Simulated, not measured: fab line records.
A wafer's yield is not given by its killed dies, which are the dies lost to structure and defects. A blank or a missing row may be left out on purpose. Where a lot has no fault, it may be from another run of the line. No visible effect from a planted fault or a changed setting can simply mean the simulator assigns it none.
Matching of chambers + flow rit cmos + RIT_GATE_ETCH_19 on rie si-01: 4 sister chambers
The step etches poly-Si in SF6/CHF3/O2, stops on SiO2, time 165 s, target depth 312.5 nm. 8 wafers are shown with their chamber, then 8 later ones without.

EACH WAFER AND ITS CHAMBER
| wafer  | chamber | drypump motor current A (A) | throttle valve pct (%) |
|--------|---------|-----------------------------|------------------------|
| L727.1 | 0       | 6.1                         | 10.15                  |
| L729.3 | 0       | 6.0                         | 10.16                  |
| L738.4 | 2       | 6.1                         | 10.14                  |
| L740.5 | 1       | 5.3                         | 10.30                  |
| L742.1 | 3       | 5.4                         | 10.21                  |
| L742.5 | 3       | 5.4                         | 10.21                  |
| L742.6 | 2       | 6.1                         | 10.15                  |
| L744.1 | 1       | 5.3                         | 10.30                  |

WAFERS MISSING THEIR CHAMBER
| wafer  | drypump motor current A (A) | throttle valve pct (%) |
|--------|-----------------------------|------------------------|
| L744.3 | 6.2                         | 10.15                  |
| L744.5 | 6.0                         | 10.15                  |
| L746.1 | 5.3                         | 10.29                  |
| L746.2 | 6.1                         | 10.16                  |
| L746.6 | 6.0                         | 10.18                  |
| L748.2 | 6.1                         | 10.14                  |
| L748.3 | 5.4                         | 10.21                  |
| L748.5 | 5.4                         | 10.20                  |

WHICH CHAMBER EACH WENT THROUGH
| wafer  | from the rows above     | in truth |
|--------|-------------------------|----------|
| L744.3 | can't be placed: 2 or 0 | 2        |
| L744.5 | can't be placed: 0 or 2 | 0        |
| L746.1 | 1                       | 1        |
| L746.2 | can't be placed: 0 or 2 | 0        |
| L746.6 | 0                       | 0        |
| L748.2 | 2                       | 2        |
| L748.3 | 3                       | 3        |
| L748.5 | 3                       | 3        |
5 of 8 placed correctly. From these rows, 3 cannot be placed; in 3 the true chamber is one of the candidates. Wrongly placed: 0.
How it was worked out, from the rows above alone: a wafer's distance from a chamber is the root of the sum, over the readings, of the square of ((its reading less the chamber's mean) divided by the reading's scatter). If the next closest chamber is less than 2 further off than the closest, the wafer can't be placed; otherwise it belongs to the closest. A chamber's mean is the mean of its shown wafers. The scatter: the root of (the sum of the squares of (reading less its chamber's mean) over the shown wafers, divided by (wafers less chambers)).
